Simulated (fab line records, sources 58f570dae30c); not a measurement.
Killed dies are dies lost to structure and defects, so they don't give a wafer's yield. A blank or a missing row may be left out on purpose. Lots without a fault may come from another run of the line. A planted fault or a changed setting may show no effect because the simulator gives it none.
fab line records | flow berkeley_cmos170
record lots=5 wafers=15 last_day=10
route steps=331 shown V1@270 M2@271 V2@292 M3@309
lots that met no fault: from a run of the same line without faults
start_h: hours from the record's first day to the start of the lot's first wafer shown | wait_h: hours since the lot's step before | " the same as in the row above | L1.1+2: a row that stands for several wafers | - no value, or no start given | * or withheld: withheld | < > ~ a bound
route shown NAME@n: a module of which the file shows steps, and the number in the route of the first | usual: mean/standard deviation of fault-free wafers | same: alike in all rows | chamber/n: place in a boat | sites: the reading at each site | _std_site: their standard deviation | _edge_site: outer sites' mean less inner sites' | radius_mm: how far each site lies from the wafer's centre | mask NAME#n: copy n | behind: the tool/chamber that last shaped the wafer | hold: why the lot was held/for how many hours/how that ended | device: the transistor (n, p or np) that didn't switch | end of line: the same wafers' tests at the end of the route | a step without rows: its recipe alone | killed: dies lost to structure and defects at the first sort, not the wafer's yield | map: a wafer's dies, x killed, . not, _ none there
set.NAME: the setting as run; set.NAME@STEP: as run at that earlier step | model.NAME: the simulator's own value behind a step, which no gauge read
lots at some steps of the route; a table a step, a row a wafer
services: from which hour (start_h, from the record's first day; less than 0 if before it) a tool's chamber was out of use, for how many hours, and why
## steps
# step UCB170_V1_CD_MEAS_90
# recipe target_cd_nm=700
# usual cd_nm=699.9/1.8
# columns lot.wafer tool chamber start_h wait_h cd_nm
L076.2 cd_sem-01 - 162.28 0.2 698.4
L076.3 " - " " 698.7
L076.4 " - " " 699.1
L080.2 cd_sem-01 - 183.63 0.1 699.4
L080.3 " - " " 698.4
L080.4 " - " " 700.2
L084.3 cd_sem-02 - 194.92 0.1 698.3
L084.4 " - " " 698.3
L084.5 " - " " 698.0
L087.1 cd_sem-02 - 204.04 0.1 701.5
L087.2 " - " " 701.5
L087.3 " - " " 701.0
L089.1 cd_sem-02 - 224.75 0.1 700.3
L089.2 " - " " 701.0
L089.3 " - " " 701.0
# step UCB170_M2_PRE_CLEAN_00
# recipe gas=Ar preclean_etch_time_s=60
# columns lot.wafer tool chamber start_h wait_h
L076.2+3+4 pvd_sputter-02 - 162.38 0.1
L080.2+3+4 pvd_sputter-02 - 183.73 0.1
L084.3+4+5 pvd_sputter-02 - 195.00 0.1
L087.1+2+3 pvd_sputter-01 - 204.16 0.1
L089.1+2+3 pvd_sputter-04 - 224.87 0.1
# step UCB170_M2_SPUTTER_01
# recipe material=Al target_thk_nm=900 time_s=120 power_w=6000 chamber_pressure_pa=0.5
# usual throttle_valve_pct=30.1/1.3
# columns lot.wafer tool chamber start_h wait_h throttle_valve_pct
L076.2 pvd_sputter-02 - 162.45 0.0 33.2
L076.3 " - " " 27.8
L076.4 " - " " 30.0
L080.2 pvd_sputter-02 - 183.79 0.0 30.2
L080.3 " - " " 33.2
L080.4 " - " " 29.1
L084.3 pvd_sputter-02 - 195.07 0.0 30.0
L084.4 " - " " 27.9
L084.5 " - " " 30.2
L087.1 pvd_sputter-01 - 204.22 0.0 30.5
L087.2 " - " " 29.4
L087.3 " - " " 30.2
L089.1 pvd_sputter-04 - 224.93 0.0 31.0
L089.2 " - " " 28.9
L089.3 " - " " 30.6
# step UCB170_M2_RS_MEAS_02
# recipe thk_meas_gauge=four-point-probe reads=Al_of_M2_SPUTTER_01
# usual M2_AL_RS=0.0321/0.00043
# columns lot.wafer tool chamber start_h wait_h M2_AL_RS[ohm/sq]
L076.2 film_metro-02 - 162.55 0.1 0.0328
L076.3 " - " " 0.0326
L076.4 " - " " 0.0320
L080.2 film_metro-04 - 183.90 0.1 0.0316
L080.3 " - " " 0.0323
L080.4 " - " " 0.0322
L084.3 film_metro-03 - 195.19 0.1 0.0320
L084.4 " - " " 0.0324
L084.5 " - " " 0.0320
L087.1 film_metro-04 - 204.31 0.0 0.0315
L087.2 " - " " 0.0324
L087.3 " - " " 0.0318
L089.1 film_metro-03 - 225.02 0.0 0.0319
L089.2 " - " " 0.0317
L089.3 " - " " 0.0321
# step UCB170_M2_THK_MEAS_03
# recipe thk_meas_gauge=xrf reads=Al_of_M2_SPUTTER_01
# usual M2_AL_THK=899/15
# columns lot.wafer tool chamber start_h wait_h M2_AL_THK[nm]
L076.2 film_metro-02 - 162.66 0.1 892
L076.3 " - " " 890
L076.4 " - " " 910
L080.2 film_metro-04 - 184.01 0.1 916
L080.3 " - " " 893
L080.4 " - " " 895
L084.3 film_metro-03 - 195.29 0.1 887
L084.4 " - " " 877
L084.5 " - " " 887
L087.1 film_metro-04 - 204.43 0.1 911
L087.2 " - " " 886
L087.3 " - " " 909
L089.1 film_metro-03 - 225.14 0.1 896
L089.2 " - " " 907
L089.3 " - " " 892
# step UCB170_M2_HMDS_04
# recipe prime_time_s=60 prime_temp_c=100
# columns lot.wafer tool chamber start_h wait_h
L076.2+3+4 litho_track-01 0 162.74 0.1
L080.2+3+4 litho_track-01 0 184.08 0.1
L084.3+4+5 litho_track-02 0 195.38 0.1
L087.1+2+3 litho_track-03 0 204.49 0.1
L089.1+2+3 litho_track-01 0 225.31 0.2
# step UCB170_M2_COAT_05
# recipe resist=KrF spin_rpm=1500 resist_thk_nm=900
# columns lot.wafer tool chamber start_h wait_h
L076.2+3+4 litho_track-01 0 162.89 0.1
L080.2+3+4 litho_track-01 0 184.23 0.1
L084.3+4+5 litho_track-02 0 195.53 0.1
L087.1+2+3 litho_track-03 0 204.64 0.1
L089.1+2+3 litho_track-01 0 225.46 0.1
# step UCB170_M2_SOFTBAKE_06
# recipe resist=KrF temp_c=130 time_s=60
# usual heater_power_total_W=56.81/0.047
# columns lot.wafer tool chamber start_h wait_h heater_power_total_W
L076.2 litho_track-01 0 163.04 0.1 56.85
L076.3 " 0 " " 56.86
L076.4 " 0 " " 56.74
L080.2 litho_track-01 0 184.38 0.1 56.82
L080.3 " 0 " " 56.83
L080.4 " 0 " " 56.75
L084.3 litho_track-02 0 195.68 0.1 56.86
L084.4 " 0 " " 56.81
L084.5 " 0 " " 56.80
L087.1 litho_track-03 0 204.79 0.1 56.80
L087.2 " 0 " " 56.80
L087.3 " 0 " " 56.86
L089.1 litho_track-01 0 225.61 0.1 56.78
L089.2 " 0 " " 56.86
L089.3 " 0 " " 56.78
# step UCB170_M2_STRIP_07
# recipe chemistry=O2 power_w=400 pressure_mtorr=3500 platen_temp_c=withheld o2_flow_sccm=400 overash_fraction=0.5
# usual drypump_motor_current_A=5.8/0.51 oes_product_au=0.734/0.0049 strip_time_to_endpoint_s=21.98/0.063
# columns lot.wafer tool chamber start_h wait_h drypump_motor_current_A oes_product_au rf_hours_counter_h strip_time_to_endpoint_s
L076.2 plasma_asher-04 1 163.16 0.1 5.9 0.726 5 22.08
L076.3 " 1 " " 5.9 0.739 - 21.99
L076.4 " 0 " " 6.6 0.734 - 22.05
L080.2 plasma_asher-01 0 184.51 0.1 5.3 0.732 32 21.97
L080.3 " 1 " " 6.5 0.737 - 21.97
L080.4 " 0 " " 5.3 0.739 - 21.98
L084.3 plasma_asher-03 1 195.82 0.1 5.4 0.742 - 21.94
L084.4 " 0 " " 5.5 0.735 - 22.01
L084.5 " 0 " " 5.5 0.736 - 21.90
L087.1 plasma_asher-03 0 204.94 0.1 5.5 0.733 53 21.84
L087.2 " 1 " " 5.4 0.737 53 21.84
L087.3 " 1 " " 5.4 0.745 - 21.90
L089.1 plasma_asher-01 1 225.76 0.1 6.5 0.744 37 21.95
L089.2 " 0 " " 5.3 0.734 37 21.96
L089.3 " 0 " " 5.3 0.738 - 21.91
# step UCB170_M2_STRIP_08
# recipe chemistry=DMSO temp_c=80 time_s=600 material=KrF
# usual temp_c=79.98/0.12
# columns lot.wafer tool chamber start_h wait_h temp_c
L076.2 wet_bench-04 2 163.67 0.5 80.17
L076.3 " 2 " " 80.05
L076.4 " 2 " " 80.10
L080.2 wet_bench-04 1 184.61 0.1 79.77
L080.3 " 1 " " 79.76
L080.4 " 1 " " 79.76
L084.3 wet_bench-03 1 195.88 0.0 79.84
L084.4 " 1 " " 79.89
L084.5 " 1 " " 80.02
L087.1 wet_bench-04 1 205.04 0.1 79.84
L087.2 " 1 " " 80.05
L087.3 " 1 " " 80.22
L089.1 wet_bench-04 1 225.86 0.1 80.09
L089.2 " 1 " " 80.06
L089.3 " 1 " " 80.07
# step UCB170_M2_COAT_09
# recipe resist=BARC temp_c=withheld time_s=withheld spin_rpm=3000 resist_thk_nm=withheld
# columns lot.wafer tool chamber start_h wait_h
L076.2+3+4 litho_track-03 0 164.29 0.4
L080.2+3+4 litho_track-01 0 184.81 0.0
L084.3+4+5 litho_track-03 0 196.11 0.1
L087.1+2+3 litho_track-02 0 205.53 0.3
L089.1+2+3 litho_track-02 0 226.42 0.4
# step UCB170_M2_COAT_10
# recipe resist=KrF spin_rpm=1500 resist_thk_nm=900
# columns lot.wafer tool chamber start_h wait_h
L076.2+3+4 litho_track-03 0 - -
L080.2+3+4 litho_track-01 0 - -
L084.3+4+5 litho_track-03 0 - -
L087.1+2+3 litho_track-02 0 - -
L089.1+2+3 litho_track-02 0 - -
# step UCB170_M2_SOFTBAKE_11
# recipe resist=KrF temp_c=130 time_s=60
# usual heater_power_total_W=56.80/0.046
# columns lot.wafer tool chamber start_h wait_h heater_power_total_W
L076.2 litho_track-03 0 - - 56.82
L076.3 " 0 " " 56.77
L076.4 " 0 " " 56.76
L080.2 litho_track-01 0 - - 56.80
L080.3 " 0 " " 56.75
L080.4 " 0 " " 56.72
L084.3 litho_track-03 0 - - 56.82
L084.4 " 0 " " 56.74
L084.5 " 0 " " 56.81
L087.1 litho_track-02 0 - - 56.70
L087.2 " 0 " " 56.85
L087.3 " 0 " " 56.84
L089.1 litho_track-02 0 - - 56.83
L089.2 " 0 " " 56.89
L089.3 " 0 " " 56.89
# step UCB170_M2_EXPOSE_12
# recipe mask_id=METAL2 target_cd_nm=700 na=0.5 sigma_outer=0.6 source_shape=conventional dose_mj=26
# columns lot.wafer tool chamber start_h wait_h mask
L076.2+3+4 krf_scanner-02 0 164.84 - METAL2#0
L080.2+3+4 krf_scanner-01 0 185.38 - METAL2#0
L084.3+4+5 krf_scanner-01 0 196.55 - METAL2#0
L087.1+2+3 krf_scanner-02 0 205.98 - METAL2#0
L089.1+2+3 krf_scanner-02 0 227.02 - METAL2#0
# step UCB170_M2_PEB_13
# recipe peb_temp_c=130 peb_time_s=withheld resist=KrF
# columns lot.wafer tool chamber start_h wait_h
L076.2+3+4 litho_track-03 0 165.64 0.8
L080.2+3+4 litho_track-02 0 185.50 0.1
L084.3+4+5 litho_track-01 0 196.83 0.3
L087.1+2+3 litho_track-03 0 206.21 0.2
L089.1+2+3 litho_track-02 0 227.14 0.1
# step UCB170_M2_DEVELOP_14
# recipe developer=TMAH develop_time_s=45 resist=KrF dev_temp_c=21
# columns lot.wafer tool chamber start_h wait_h
L076.2+3+4 litho_track-03 0 - -
L080.2+3+4 litho_track-02 0 - -
L084.3+4+5 litho_track-01 0 - -
L087.1+2+3 litho_track-03 0 - -
L089.1+2+3 litho_track-02 0 - -
# step UCB170_M2_CD_MEAS_15
# recipe target_cd_nm=700
# usual cd_nm=700.2/1.6
# columns lot.wafer tool chamber start_h wait_h cd_nm
L076.2 cd_sem-01 - 165.91 - 703.1
L076.3 " - " " 702.3
L076.4 " - " " 702.6
L080.2 cd_sem-02 - 185.77 - 697.8
L080.3 " - " " 698.3
L080.4 " - " " 698.4
L084.3 cd_sem-02 - 197.09 - 699.3
L084.4 " - " " 698.8
L084.5 " - " " 698.4
L087.1 cd_sem-02 - 206.49 - 699.0
L087.2 " - " " 698.3
L087.3 " - " " 698.9
L089.1 cd_sem-02 - 227.54 - 700.0
L089.2 " - " " 700.8
L089.3 " - " " 700.9
# step UCB170_M2_OVL_MEAS_16
# usual M2_OVL=-2/5.4
# columns lot.wafer tool chamber start_h wait_h M2_OVL[nm]
L076.2 overlay-02 - 166.02 0.1 1
L076.3 " - " " -6
L076.4 " - " " 6
L080.2 overlay-01 - 185.87 0.1 -2
L080.3 " - " " -4
L080.4 " - " " 3
L084.3 overlay-01 - 197.18 0.1 6
L084.4 " - " " 5
L084.5 " - " " -1
L087.1 overlay-01 - 206.61 0.1 -11
L087.2 " - " " -12
L087.3 " - " " -9
L089.1 overlay-02 - 227.66 0.1 -2
L089.2 " - " " -7
L089.3 " - " " -4
# step UCB170_M2_ETCH_17
# recipe chemistry=N2/H2 target_depth_a=withheld overetch_a=withheld target=BARC time_s=withheld source_w=500 bias_w=100 pressure_mtorr=30 n2_flow_sccm=100 h2_flow_sccm=200
# usual drypump_motor_current_A=5.9/0.41 oes_product_au=1.006/0.018 throttle_valve_pct=13.33/0.25
# columns lot.wafer tool chamber start_h wait_h drypump_motor_current_A oes_product_au throttle_valve_pct
L076.2 rie_diel-01 0 166.05 0.0 5.5 1.023 13.22
L076.3 " 3 " " 6.1 0.991 13.63
L076.4 " 2 " " 5.6 1.007 13.56
L080.2 rie_diel-04 1 185.90 0.0 6.0 1.005 13.17
L080.3 " 0 " " 5.3 1.008 13.45
L080.4 " 2 " " 5.8 0.991 12.87
L084.3 rie_diel-01 1 197.21 0.0 5.8 0.994 13.62
L084.4 " 3 " " 6.0 0.994 13.61
L084.5 " 1 " " 5.7 1.005 13.63
L087.1 rie_diel-04 1 206.64 0.0 6.1 1.015 13.17
L087.2 " 0 " " 5.3 1.023 13.44
L087.3 " 2 " " 5.8 1.001 12.85
L089.1 rie_diel-03 3 227.70 0.0 5.6 0.982 13.67
L089.2 " 2 " " 5.9 1.001 13.20
L089.3 " 1 " " 6.2 1.011 13.52
# step UCB170_M2_METAL_ETCH_18
# recipe chemistry=Cl2/BCl3 target=Al stop_on=SiO2 pressure_mtorr=12 target_depth_a=11700 over_etch_frac=0.3 time_s=195 icp_w=600 bias_w=120 Cl2_flow_sccm=90 bcl3_flow_sccm=45
# usual drypump_motor_current_A=5.5/0.67 mfc_cl2_sccm=90.00/0.26 oes_product_au=0.858/0.013 throttle_valve_pct=24.66/0.13
# columns lot.wafer tool chamber start_h wait_h drypump_motor_current_A mfc_cl2_sccm oes_product_au rf_hours_counter_h throttle_valve_pct
L076.2 rie_metal-03 0 166.09 - 5.4 90.05 0.835 0 24.76
L076.3 " 0 " " 5.4 89.58 0.849 - 24.76
L076.4 " 1 " " 4.8 90.18 0.877 - 24.54
L080.2 rie_metal-03 1 186.01 - 4.8 90.26 0.882 - 24.54
L080.3 " 1 " " 4.8 90.12 0.874 - 24.56
L080.4 " 1 " " 4.8 89.97 0.871 - 24.56
L084.3 rie_metal-03 0 197.31 - 5.4 90.33 0.839 - 24.75
L084.4 " 1 " " 4.8 90.27 0.868 - 24.54
L084.5 " 1 " " 4.8 90.16 0.875 - 24.55
L087.1 rie_metal-01 1 206.69 - 4.9 90.00 0.867 9 24.45
L087.2 " 0 " " 5.4 89.78 0.847 12 24.60
L087.3 " 1 " " 5.0 89.89 0.864 - 24.45
L089.1 rie_metal-03 0 227.74 - 5.4 89.60 0.846 2 24.74
L089.2 " 1 " " 4.8 90.21 0.871 9 24.54
L089.3 " 0 " " 5.4 89.60 0.843 - 24.76
# step UCB170_M2_STRIP_19
# recipe chemistry=O2 power_w=400 pressure_mtorr=3500 platen_temp_c=withheld o2_flow_sccm=400 overash_fraction=0.5
# usual drypump_motor_current_A=5.9/0.52 oes_product_au=0.544/0.023
# columns lot.wafer tool chamber start_h wait_h drypump_motor_current_A oes_product_au rf_hours_counter_h
L076.2 plasma_asher-04 1 166.28 0.1 5.9 0.562 5
L076.3 " 1 " " 5.9 0.568 -
L076.4 " 0 " " 6.6 0.522 -
L080.2 plasma_asher-04 0 186.32 0.2 6.6 0.544 8
L080.3 " 1 " " 5.9 0.538 -
L080.4 " 0 " " 6.6 0.538 -
L084.3 plasma_asher-03 0 197.47 0.1 5.5 0.563 -
L084.4 " 1 " " 5.4 0.543 -
L084.5 " 0 " " 5.5 0.532 -
L087.1 plasma_asher-01 1 206.87 0.1 6.6 0.536 35
L087.2 " 0 " " 5.3 0.573 35
L087.3 " 1 " " 6.6 0.544 -
L089.1 plasma_asher-03 0 227.93 0.1 5.5 0.539 55
L089.2 " 1 " " 5.4 0.533 55
L089.3 " 1 " " 5.4 0.544 -
# step UCB170_M2_CD_MEAS_90
# recipe target_cd_nm=700
# usual cd_nm=701/3.6
# columns lot.wafer tool chamber start_h wait_h cd_nm
L076.2 cd_sem-02 - 166.40 0.1 704
L076.3 " - " " 706
L076.4 " - " " 701
L080.2 cd_sem-01 - 186.44 0.1 694
L080.3 " - " " 693
L080.4 " - " " 694
L084.3 cd_sem-02 - 197.58 0.1 700
L084.4 " - " " 693
L084.5 " - " " 693
L087.1 cd_sem-02 - 206.97 0.1 704
L087.2 " - " " 701
L087.3 " - " " 703
L089.1 cd_sem-02 - 228.03 0.1 705
L089.2 " - " " 698
L089.3 " - " " 702
# step UCB170_V2_CVD_00
# recipe material=SiO2 target_thk_nm=2000 temp_c=390 precursor=TEOS/O2 time_s=250 rf_w=550 pressure_mtorr=9000
# usual heater_power_w=254/53
# columns lot.wafer tool chamber start_h wait_h heater_power_w
L076.2 pecvd-01 2 166.50 0.1 237
L076.3 " 1 " " 262
L076.4 " 2 " " 293
L080.2 pecvd-03 0 186.54 0.1 256
L080.3 " 2 " " 366
L080.4 " 0 " " 191
L084.3 pecvd-01 2 197.66 0.1 297
L084.4 " 2 " " 207
L084.5 " 0 " " 308
L087.1 pecvd-03 1 207.09 0.1 246
L087.2 " 0 " " 262
L087.3 " 0 " " 185
L089.1 pecvd-03 0 228.15 0.1 212
L089.2 " 2 " " 311
L089.3 " 1 " " 228
# step UCB170_V2_THK_MEAS_01
# recipe reads=SiO2_of_V2_CVD_00
# usual V2_TEOS_THK=2016/28
# columns lot.wafer tool chamber start_h wait_h V2_TEOS_THK[nm]
L076.2 film_metro-03 - 166.66 0.1 1987
L076.3 " - " " 1969
L076.4 " - " " 2022
L080.2 film_metro-02 - 186.71 0.1 2037
L080.3 " - " " 2018
L080.4 " - " " 2034
L084.3 film_metro-01 - 197.83 0.1 1979
L084.4 " - " " 2023
L084.5 " - " " 2061
L087.1 film_metro-03 - 207.33 0.2 2003
L087.2 " - " " 2001
L087.3 " - " " 2020
L089.1 film_metro-01 - 228.31 0.1 1996
L089.2 " - " " 2005
L089.3 " - " " 2030
# step UCB170_V2_CMP_02
# recipe material=SiO2 down_force_psi=6 platen_rpm=60 pad_velocity_m_s=0.75398
# usual motor_current_A=17.0/1.2
# columns lot.wafer tool chamber start_h wait_h motor_current_A
L076.4 cmp-02 0 166.76 0.1 17.9
L076.3 " 1 " " 17.6
L076.2 " 2 " " 16.1
L080.3 cmp-02 2 186.81 0.1 16.5
L080.4 " 3 " " 17.1
L080.2 " 0 " " 18.2
L084.4 cmp-01 3 197.87 0.0 14.8
L084.3 " 1 " " 17.4
L084.5 " 0 " " 17.7
L087.1 cmp-02 3 207.44 0.1 17.2
L087.2 " 0 " " 18.8
L087.3 " 1 " " 18.2
L089.2 cmp-02 1 228.37 0.0 17.1
L089.1 " 2 " " 15.5
L089.3 " 3 " " 16.9
# step UCB170_V2_BOW_MEAS_03
# recipe mode=bow
# usual V2_BOW=36/7.5
# columns lot.wafer tool chamber start_h wait_h V2_BOW[um]
L076.2 film_metro-02 - 167.03 0.1 49
L076.3 " - " " 46
L076.4 " - " " 28
L080.2 film_metro-03 - 187.08 0.1 40
L080.3 " - " " 29
L080.4 " - " " 39
L084.3 film_metro-03 - 198.21 0.2 32
L084.4 " - " " 23
L084.5 " - " " 36
L087.1 film_metro-02 - 207.69 0.2 35
L087.2 " - " " 37
L087.3 " - " " 33
L089.1 film_metro-01 - 228.67 0.2 42
L089.2 " - " " 43
L089.3 " - " " 44
# step UCB170_V2_THK_MEAS_04
# recipe reads=SiO2_of_V2_CVD_00
# usual V2_POLISHED_THK=1018.0/1.5
# columns lot.wafer tool chamber start_h wait_h V2_POLISHED_THK[nm]
L076.2 film_metro-02 - 167.14 0.1 1018.4
L076.3 " - " " 1015.4
L076.4 " - " " 1017.0
L080.2 film_metro-03 - 187.19 0.1 1015.5
L080.3 " - " " 1018.6
L080.4 " - " " 1018.8
L084.3 film_metro-03 - 198.31 0.1 1018.2
L084.4 " - " " 1018.2
L084.5 " - " " 1017.8
L087.1 film_metro-02 - 207.81 0.1 1018.9
L087.2 " - " " 1014.7
L087.3 " - " " 1016.1
L089.1 film_metro-01 - 228.79 0.1 1018.4
L089.2 " - " " 1017.0
L089.3 " - " " 1019.1
# step UCB170_V2_CLEAN_05
# recipe chemistry=DIW
# columns lot.wafer tool chamber start_h wait_h
L076.2+3+4 wet_bench-04 2 167.41 0.3
L080.2+3+4 wet_bench-04 0 187.24 0.0
L084.3+4+5 wet_bench-04 3 198.61 0.3
L087.1+2+3 wet_bench-04 2 207.87 0.1
L089.1+2+3 wet_bench-04 1 228.85 0.1
# step UCB170_V2_HMDS_06
# recipe prime_time_s=60 prime_temp_c=100
# columns lot.wafer tool chamber start_h wait_h
L076.2+3+4 litho_track-01 0 167.61 0.0
L080.2+3+4 litho_track-01 0 187.44 0.0
L084.3+4+5 litho_track-04 0 199.10 0.3
L087.1+2+3 litho_track-03 0 208.26 0.2
L089.1+2+3 litho_track-04 0 229.02 0.0
# step UCB170_V2_COAT_07
# recipe resist=KrF spin_rpm=1500 resist_thk_nm=900
# columns lot.wafer tool chamber start_h wait_h
L076.2+3+4 litho_track-01 0 167.76 0.1
L080.2+3+4 litho_track-01 0 187.59 0.1
L084.3+4+5 litho_track-04 0 199.25 0.1
L087.1+2+3 litho_track-03 0 208.41 0.1
L089.1+2+3 litho_track-04 0 229.17 0.1
# step UCB170_V2_SOFTBAKE_08
# recipe resist=KrF temp_c=130 time_s=60
# usual heater_power_total_W=56.80/0.047
# columns lot.wafer tool chamber start_h wait_h heater_power_total_W
L076.2 litho_track-01 0 167.91 0.1 56.73
L076.3 " 0 " " 56.80
L076.4 " 0 " " 56.77
L080.2 litho_track-01 0 187.74 0.1 56.69
L080.3 " 0 " " 56.74
L080.4 " 0 " " 56.78
L084.3 litho_track-04 0 199.40 0.1 56.77
L084.4 " 0 " " 56.82
L084.5 " 0 " " 56.82
L087.1 litho_track-03 0 208.56 0.1 56.83
L087.2 " 0 " " 56.81
L087.3 " 0 " " 56.84
L089.1 litho_track-04 0 229.32 0.1 56.87
L089.2 " 0 " " 56.82
L089.3 " 0 " " 56.75
# step UCB170_V2_EXPOSE_09
# recipe mask_id=VIA2 target_cd_nm=700 na=0.5 sigma_outer=0.6 source_shape=conventional dose_mj=37
# columns lot.wafer tool chamber start_h wait_h mask
L076.2+3+4 krf_scanner-01 0 168.18 0.2 VIA2#0
L080.2+3+4 krf_scanner-02 0 187.88 0.1 VIA2#0
L084.3+4+5 krf_scanner-01 0 199.54 0.1 VIA2#0
L087.1+2+3 krf_scanner-01 0 208.84 0.2 VIA2#0
L089.1+2+3 krf_scanner-01 0 229.47 0.1 VIA2#0
# step UCB170_V2_PEB_10
# recipe peb_temp_c=130 peb_time_s=withheld resist=KrF
# usual heater_power_total_W=56.80/0.045
# columns lot.wafer tool chamber start_h wait_h heater_power_total_W
L076.2 litho_track-01 0 168.51 0.3 56.73
L076.3 " 0 " " 56.79
L076.4 " 0 " " 56.79
L080.2 litho_track-03 0 188.00 0.1 56.73
L080.3 " 0 " " 56.78
L080.4 " 0 " " 56.85
L084.3 litho_track-03 0 199.84 0.3 56.81
L084.4 " 0 " " 56.71
L084.5 " 0 " " 56.76
L087.1 litho_track-03 0 208.96 0.1 56.75
L087.2 " 0 " " 56.85
L087.3 " 0 " " 56.80
L089.1 litho_track-03 0 229.87 0.4 56.81
L089.2 " 0 " " 56.76
L089.3 " 0 " " 56.78
# step UCB170_V2_DEVELOP_11
# recipe developer=TMAH develop_time_s=45 resist=KrF dev_temp_c=21
# columns lot.wafer tool chamber start_h wait_h
L076.2+3+4 litho_track-01 0 - -
L080.2+3+4 litho_track-03 0 - -
L084.3+4+5 litho_track-03 0 - -
L087.1+2+3 litho_track-03 0 - -
L089.1+2+3 litho_track-03 0 - -
# step UCB170_V2_CD_MEAS_12
# recipe target_cd_nm=700
# usual cd_nm=699.8/1.5
# columns lot.wafer tool chamber start_h wait_h cd_nm
L076.2 cd_sem-01 - 168.78 - 697.3
L076.3 " - " " 697.6
L076.4 " - " " 697.1
L080.2 cd_sem-01 - 188.28 - 700.5
L080.3 " - " " 699.4
L080.4 " - " " 699.9
L084.3 cd_sem-02 - 200.19 - 699.6
L084.4 " - " " 700.4
L084.5 " - " " 699.1
L087.1 cd_sem-01 - 209.25 - 702.0
L087.2 " - " " 703.9
L087.3 " - " " 704.0
L089.1 cd_sem-02 - 230.14 - 699.5
L089.2 " - " " 700.4
L089.3 " - " " 700.2
# step UCB170_V2_OVL_MEAS_13
# usual V2_OVL=-4/5.4
# columns lot.wafer tool chamber start_h wait_h V2_OVL[nm]
L076.2 overlay-02 - 168.88 0.1 -6
L076.3 " - " " 0
L076.4 " - " " 3
L080.2 overlay-01 - 188.41 0.1 -5
L080.3 " - " " -1
L080.4 " - " " 1
L084.3 overlay-01 - 200.29 0.1 -3
L084.4 " - " " -12
L084.5 " - " " 0
L087.1 overlay-01 - 209.37 0.1 -18
L087.2 " - " " -9
L087.3 " - " " -12
L089.1 overlay-02 - 230.26 0.1 -1
L089.2 " - " " -5
L089.3 " - " " -4
# step UCB170_V2_ETCH_14
# recipe chemistry=CHF3/CF4/Ar target=SiO2 stop_on=Al CHF3_flow_sccm=45 cf4_flow_sccm=15 Ar_flow_sccm=150 pressure_mtorr=200 rf_w=700 target_depth_a=12500 over_etch_frac=0.25 time_s=291
# usual drypump_motor_current_A=5.80/0.21 oes_product_au=0.880/0.012 throttle_valve_pct=7.02/0.084
# columns lot.wafer tool chamber start_h wait_h drypump_motor_current_A oes_product_au rf_hours_counter_h throttle_valve_pct
L076.2 rie_diel-02 0 168.91 0.0 6.01 0.887 146 7.08
L076.3 " 2 " " 5.47 0.880 150 7.05
L076.4 " 2 " " 5.43 0.878 - 7.04
L080.2 rie_diel-01 3 188.44 0.0 6.05 0.873 122 7.13
L080.3 " 0 " " 5.54 0.889 77 6.85
L080.4 " 2 " " 5.59 0.877 150 7.04
L084.3 rie_diel-01 1 200.31 0.0 5.74 0.876 3 7.06
L084.4 " 0 " " 5.54 0.902 78 6.84
L084.5 " 1 " " 5.77 0.887 - 7.07
L087.1 rie_diel-01 3 209.41 0.0 6.05 0.863 124 7.13
L087.2 " 0 " " 5.53 0.893 78 6.85
L087.3 " 1 " " 5.77 0.885 4 7.08
L089.1 rie_diel-02 1 230.30 0.0 5.83 0.876 76 7.01
L089.2 " 0 " " 6.05 0.898 1 7.08
L089.3 " 3 " " 5.97 0.868 122 7.04
# step UCB170_V2_STRIP_15
# recipe chemistry=O2 power_w=400 pressure_mtorr=3500 platen_temp_c=withheld o2_flow_sccm=400 overash_fraction=0.5
# usual drypump_motor_current_A=5.7/0.36 oes_product_au=0.722/0.0046 strip_time_to_endpoint_s=15.30/0.13
# columns lot.wafer tool chamber start_h wait_h drypump_motor_current_A oes_product_au rf_hours_counter_h strip_time_to_endpoint_s
L076.2 plasma_asher-02 1 169.09 0.1 5.7 0.724 51 15.33
L076.3 " 0 " " 5.7 0.722 - 15.10
L076.4 " 1 " " 5.8 0.718 - 15.05
L080.2 plasma_asher-03 1 188.62 0.1 5.4 0.718 51 15.28
L080.3 " 1 " " 5.4 0.731 - 15.36
L080.4 " 0 " " 5.5 0.727 - 15.30
L084.3 plasma_asher-02 0 200.52 0.1 5.6 0.719 - 15.41
L084.4 " 1 " " 5.8 0.720 - 15.42
L084.5 " 0 " " 5.6 0.721 - 15.42
L087.1 plasma_asher-02 1 209.59 0.1 5.7 0.729 55 15.29
L087.2 " 0 " " 5.6 0.725 55 15.29
L087.3 " 0 " " 5.7 0.726 - 15.25
L089.1 plasma_asher-02 1 230.48 0.1 5.8 0.720 57 15.19
L089.2 " 0 " " 5.6 0.718 57 15.30
L089.3 " 0 " " 5.6 0.729 - 15.06
# step UCB170_V2_CD_MEAS_90
# recipe target_cd_nm=700
# usual cd_nm=699.4/1.7
# columns lot.wafer tool chamber start_h wait_h cd_nm
L076.2 cd_sem-02 - 169.21 0.1 696.8
L076.3 " - " " 698.6
L076.4 " - " " 697.9
L080.2 cd_sem-02 - 188.74 0.1 698.8
L080.3 " - " " 699.5
L080.4 " - " " 698.6
L084.3 cd_sem-02 - 200.71 0.2 699.9
L084.4 " - " " 701.7
L084.5 " - " " 699.9
L087.1 cd_sem-02 - 209.69 0.1 700.2
L087.2 " - " " 703.7
L087.3 " - " " 703.9
L089.1 cd_sem-02 - 230.58 0.1 698.4
L089.2 " - " " 698.7
L089.3 " - " " 699.2
# step UCB170_M3_PRE_CLEAN_00
# recipe gas=Ar preclean_etch_time_s=60
# columns lot.wafer tool chamber start_h wait_h
L076.2+3+4 pvd_sputter-04 - 169.31 0.1
L080.2+3+4 pvd_sputter-02 - 188.84 0.1
L084.3+4+5 pvd_sputter-02 - 200.79 0.1
L087.1+2+3 pvd_sputter-02 - 209.81 0.1
L089.1+2+3 pvd_sputter-02 - 230.70 0.1
## services
# columns tool chamber start_h hours kind
plasma_asher-04 - 140.63 4.3 repair
rie_metal-01 0 150.69 1.5 repair
cmp-01 - 154.82 32.0 repair
krf_scanner-01 - 157.29 0.2 repair
plasma_asher-01 - 158.26 15.6 pm
rie_diel-01 0 160.23 2.5 repair
krf_scanner-01 - 164.41 3.0 pm
rie_diel-02 3 165.03 11.4 repair
cmp-01 - 176.87 1.8 repair
krf_scanner-01 - 177.15 0.6 repair
rie_diel-02 0 179.02 21.5 repair
rie_metal-03 0 182.68 4.3 repair
cmp-01 - 188.88 4.5 pm
cmp-02 - 190.82 0.6 repair
krf_scanner-02 - 191.71 0.8 pm
krf_scanner-02 - 197.50 0.6 repair
pecvd-03 2 198.16 12.5 repair
krf_scanner-01 - 203.50 1.3 pm
rie_diel-01 - 206.76 0.9 repair
litho_track-01 - 209.79 - consumable_replace:filter
rie_diel-01 - 210.06 2.8 pm
krf_scanner-02 - 210.17 3.6 pm
cmp-01 - 217.77 1.0 repair
krf_scanner-01 - 226.45 0.8 pm
## key
fault none
